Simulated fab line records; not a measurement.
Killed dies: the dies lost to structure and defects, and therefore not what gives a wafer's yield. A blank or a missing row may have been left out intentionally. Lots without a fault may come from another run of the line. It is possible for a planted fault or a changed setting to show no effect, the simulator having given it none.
A sampling plan put to the test    flow berkeleyCmos170    12 faults told of in these records, all on one fab line, each judged by the records of the lots it struck
The plan is the line's own looks: the steps of the route at which a gauge or an inspection reads the wafer and doesn't change it. Where struck wafers have a number at a look and the file lists that look's usual mean and standard deviation on fault-free wafers, the look can be judged. Caught: the struck wafers' mean, at a look after the fault's first step, is 4 or more of those standard deviations (sigma) away from the usual mean. On the tool: the identical test, applied to the tool's own readings at the steps of the fault. Another recipe on the struck wafers, or a record that is blank for them alone, also counts as caught.

## THE FAULTS, as the simulator had put them in
1. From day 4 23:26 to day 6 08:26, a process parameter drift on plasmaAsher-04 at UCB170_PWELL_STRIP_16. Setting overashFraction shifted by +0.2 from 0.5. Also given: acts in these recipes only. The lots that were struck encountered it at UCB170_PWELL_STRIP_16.
2. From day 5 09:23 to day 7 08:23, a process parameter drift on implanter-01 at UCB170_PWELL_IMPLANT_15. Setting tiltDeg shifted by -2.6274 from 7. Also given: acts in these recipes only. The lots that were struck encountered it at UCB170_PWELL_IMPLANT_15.
3. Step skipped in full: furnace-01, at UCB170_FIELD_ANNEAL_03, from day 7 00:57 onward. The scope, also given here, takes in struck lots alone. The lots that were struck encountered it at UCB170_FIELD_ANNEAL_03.
4. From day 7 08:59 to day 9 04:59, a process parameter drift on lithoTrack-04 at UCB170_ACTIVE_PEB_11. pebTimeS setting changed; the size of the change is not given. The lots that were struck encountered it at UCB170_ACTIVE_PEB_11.
5. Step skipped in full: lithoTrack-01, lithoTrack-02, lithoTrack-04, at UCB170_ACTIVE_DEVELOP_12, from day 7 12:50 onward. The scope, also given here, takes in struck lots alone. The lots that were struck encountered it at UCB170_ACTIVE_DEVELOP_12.
6. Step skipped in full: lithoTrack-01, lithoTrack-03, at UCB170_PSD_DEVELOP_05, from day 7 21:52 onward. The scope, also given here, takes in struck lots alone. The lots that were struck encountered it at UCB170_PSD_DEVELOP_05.
7. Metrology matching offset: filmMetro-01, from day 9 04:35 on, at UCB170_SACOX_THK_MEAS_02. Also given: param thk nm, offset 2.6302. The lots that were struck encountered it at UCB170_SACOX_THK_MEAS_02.
8. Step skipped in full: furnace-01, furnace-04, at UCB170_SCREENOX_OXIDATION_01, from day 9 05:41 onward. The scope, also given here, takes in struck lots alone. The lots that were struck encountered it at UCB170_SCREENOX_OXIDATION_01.
9. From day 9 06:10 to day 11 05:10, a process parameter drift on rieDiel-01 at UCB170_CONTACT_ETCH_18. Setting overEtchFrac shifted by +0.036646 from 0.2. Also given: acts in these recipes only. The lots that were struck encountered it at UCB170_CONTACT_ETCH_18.
10. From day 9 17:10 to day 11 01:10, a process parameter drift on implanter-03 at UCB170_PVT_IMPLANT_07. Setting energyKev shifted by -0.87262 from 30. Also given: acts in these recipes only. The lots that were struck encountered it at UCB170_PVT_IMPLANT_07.
11. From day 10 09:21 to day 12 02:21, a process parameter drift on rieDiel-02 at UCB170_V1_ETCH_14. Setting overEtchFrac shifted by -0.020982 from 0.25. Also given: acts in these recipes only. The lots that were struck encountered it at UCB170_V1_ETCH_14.
12. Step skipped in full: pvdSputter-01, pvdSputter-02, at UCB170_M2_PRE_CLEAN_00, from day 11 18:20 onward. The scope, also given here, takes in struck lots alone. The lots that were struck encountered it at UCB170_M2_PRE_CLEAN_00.

## WHAT THE PLAN SAW
fault  on the tool itself                                first look that catches it                       reading, sigma  median hours from its first step to that look  hours from the fault's start to the first struck lot there  judged looks passed uncaught
1      oesProductAu -13 sigma                            no look after it can be judged                   -               -                                              -                                                           0
2      tiltDeg -99 or beyond sigma                       no look after it can be judged                   -               -                                              -                                                           0
3      the tool's record is blank for the struck wafers  no look after it can be judged                   -               -                                              -                                                           0
4      heaterPowerTotalW +13 sigma                       none of the 3 looks that can be judged after it  -               -                                              -                                                           3
5      the tool's record is blank for the struck wafers  no look after it can be judged                   -               -                                              -                                                           0
6      the tool's record is blank for the struck wafers  not the one look that can be judged after it     -               -                                              -                                                           1
7      SACOX_OXIDE_THK +12 sigma                         not the one look that can be judged after it     -               -                                              -                                                           1
8      the tool's record is blank for the struck wafers  no look after it can be judged                   -               -                                              -                                                           0
9      under 2 sigma                                     not the one look that can be judged after it     -               -                                              -                                                           1
10     beamEnergyKeV -89 sigma                           none of the 2 looks that can be judged after it  -               -                                              -                                                           2
11     under 2 sigma                                     no look after it can be judged                   -               -                                              -                                                           0
12     the tool's record is blank for the struck wafers  no look after it can be judged                   -               -                                              -                                                           0
A dash: the fault is not caught, or the number is missing from these records.

Caught at a look: 0 of 12. Caught on the tool: 10 of 12. By one or the other: 10 of 12.
Caught on the tool alone: faults 1, 2, 3, 4, 5, 6, 7, 8, 10, 12.
Caught by neither: faults 9, 11.
